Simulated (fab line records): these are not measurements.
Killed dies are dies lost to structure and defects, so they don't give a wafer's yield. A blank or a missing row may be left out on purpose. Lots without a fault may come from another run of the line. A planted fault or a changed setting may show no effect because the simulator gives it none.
fab line records ; flow rit_cmos
record lots=14; wafers=42; last_day=7
route steps=202 shown CONTACT@182 M1@202
lots with no fault: from the same line, run without faults
start_h: the number of hours between the record's first day and the start of the first shown wafer of the lot ; wait_h: how many hours have passed since the lot's step before this one ; " identical to the entry in the row above ; L1.1+2: one row covering several wafers at once ; - no value, or no start given ; * or withheld: withheld ; < > ~ a bound
route shown NAME@n: names a module that has steps shown in the file, with the first one's number in the route ; usual: mean/standard deviation taken from wafers without a fault ; same: alike in all rows ; chamber/n: place in a boat ; sites: readings site by site ; _std_site: standard deviation of those values ; _edge_site: the outer-site mean with the inner-site mean subtracted ; radius_mm: for every site, how far away it sits from the centre of the wafer ; mask NAME#n: copy n ; behind: the most recent tool/chamber to have shaped the wafer ; hold: the reason the lot was held/the length of the hold in hours/how it ended ; device: names the non-switching transistor (n, p or np) ; end of line: the route-end tests of the same wafers ; for a step that has no rows: nothing shown but its recipe ; killed: dies lost to structure and defects at the first sort, not the wafer's yield ; map: per-die view of a wafer (x killed, . not killed, _ where there is no die)
set.NAME: setting as actually run; set.NAME@STEP: the setting as run at that earlier step ; model.NAME: the simulator's own value behind a step, which no gauge read
the route's steps for a sample of lots (tables are steps, rows are wafers)
services: when a tool's chamber went out of use (start_h, in hours from the record's first day, below 0 if earlier), for how many hours, and the reason
## steps
# step RIT_CONTACT_CLEAN_13
# recipe chemistry=SC1; mix=3:3:50; time_s=600; temp_c=75
# usual bath_guard_temp_C=74.9/0.46; run_length_s=631/3.3
lot.wafer;tool;chamber;start_h;wait_h;bath_guard_temp_C;run_length_s
L455.2;wet_bench-04;0;52.69;0.1;75.1;634
L455.4;wet_bench-04;0;52.69;0.1;75.0;634
L455.6;wet_bench-04;0;52.69;0.1;75.1;634
L456.2;wet_bench-03;3;59.78;0.1;74.8;633
L456.3;wet_bench-03;3;59.78;0.1;74.8;633
L456.5;wet_bench-03;3;59.78;0.1;74.8;633
L457.1;wet_bench-02;2;62.81;0.1;74.8;633
L457.3;wet_bench-02;2;62.81;0.1;74.5;633
L457.4;wet_bench-02;2;62.81;0.1;74.7;633
L458.1;wet_bench-02;2;67.62;0.1;74.9;633
L458.3;wet_bench-02;2;67.62;0.1;74.9;633
L458.5;wet_bench-02;2;67.62;0.1;74.7;633
L461.1;wet_bench-02;1;82.80;0.1;75.3;655
L461.4;wet_bench-02;1;82.80;0.1;75.4;655
L461.6;wet_bench-02;1;82.80;0.1;75.5;655
L462.1;wet_bench-02;3;87.25;0.1;74.5;656
L462.4;wet_bench-02;3;87.25;0.1;74.3;656
L462.6;wet_bench-02;3;87.25;0.1;73.8;656
L467.3;wet_bench-03;0;113.56;0.1;75.0;633
L467.5;wet_bench-03;0;113.56;0.1;75.6;633
L467.6;wet_bench-03;0;113.56;0.1;75.1;633
L468.3;wet_bench-04;0;117.82;0.1;75.0;626
L468.4;wet_bench-04;0;117.82;0.1;75.2;626
L468.6;wet_bench-04;0;117.82;0.1;75.3;626
L470.1;wet_bench-04;0;130.24;0.1;75.5;633
L470.2;wet_bench-04;0;130.24;0.1;75.1;633
L470.5;wet_bench-04;0;130.24;0.1;75.2;633
L471.1;wet_bench-03;1;133.04;0.1;74.3;625
L471.5;wet_bench-03;1;133.04;0.1;74.3;625
L471.6;wet_bench-03;1;133.04;0.1;74.3;625
L475.4;wet_bench-04;2;153.22;0.0;75.3;626
L475.5;wet_bench-04;2;153.22;0.0;75.0;626
L475.6;wet_bench-04;2;153.22;0.0;75.3;626
L476.1;wet_bench-04;1;157.05;0.1;74.4;627
L476.3;wet_bench-04;1;157.05;0.1;74.5;627
L476.5;wet_bench-04;1;157.05;0.1;74.3;627
L477.2;wet_bench-04;2;162.66;0.1;74.9;627
L477.3;wet_bench-04;2;162.66;0.1;75.0;627
L477.5;wet_bench-04;2;162.66;0.1;75.1;627
L478.1;wet_bench-03;0;166.60;0.1;75.3;632
L478.3;wet_bench-03;0;166.60;0.1;75.4;632
L478.5;wet_bench-03;0;166.60;0.1;75.4;632
# step RIT_M1_PROBE_99
# usual killed_at_M0_to_M3=0.0/0.18; killed_at_contacts=0.1/0.27; killed_at_front_end=6.6/3; killed_dies=7/3; killed_open=3.3/2; killed_short=3.4/2
# same gross_dies=264; killed_at_M4_up=0; killed_at_back_side=0; killed_at_other=0
lot.wafer;tool;chamber;start_h;wait_h;killed_at_M0_to_M3;killed_at_contacts;killed_at_front_end;killed_dies;killed_open;killed_short
L458.1;prober-01;-;72.61;0.1;0;1;2;3;1;2
L458.3;prober-01;-;72.71;0.2;0;0;15;15;4;11
L458.5;prober-01;-;72.81;0.2;0;0;1;1;1;0
L461.1;prober-01;-;88.78;0.1;0;0;3;3;1;2
L461.4;prober-01;-;88.93;0.2;0;0;5;5;2;3
L461.6;prober-01;-;89.03;0.2;0;0;1;1;0;1
# killed by level:class
L458.1 GATE:geometric_particle:open=1 GATE:geometric_particle:short=1 CONTACT:geometric_particle:short=1
L458.3 SILICIDE:geometric_particle:short=4 SPACER:geometric_particle:short=3 FOX1:geometric_particle:short=2 GATE:geometric_particle:short=2 SILICIDE:geometric_particle:open=2 GATE:geometric_particle:open=1 SPACER:geometric_particle:open=1
L458.5 SPACER:geometric_particle:open=1
L461.1 GATE:geometric_particle:open=1 REOX:geometric_particle:short=1 SILICIDE:geometric_particle:short=1
L461.4 GATE:geometric_particle:short=3 GATE:geometric_particle:open=1 REOX:geometric_particle:open=1
L461.6 GATE:geometric_particle:short=1
## services
tool;chamber;start_h;hours;kind
wet_bench-04;-;87.11;3.1;repair
wet_bench-02;-;107.87;1.8;repair
## key
first_sign step=RIT_CONTACT_CLEAN_13; reading=run_length_s; direction=up; sigmas=7.5; usual=*; struck=*
effect none on later readings
met_at RIT_CONTACT_CLEAN_13
struck_lots L461,L462
tester_left_out L461,L462
onset_between 67.62 82.80
fault kind=process_parameter_drift; tool=wet_bench-02; chamber=-; onset_h=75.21; steps=RIT_CONTACT_CLEAN_13; channel=time_s; offset=*; shape=step; acts_in=*; stated=*
# tester_left_out: of these lots the tester's yield and bins aren't shown, on N5 and GAA mostly nor the transistor test; their killed dies are dies lost to structure and defects alone, not to doping, threshold or leakage, so they don't give the yield
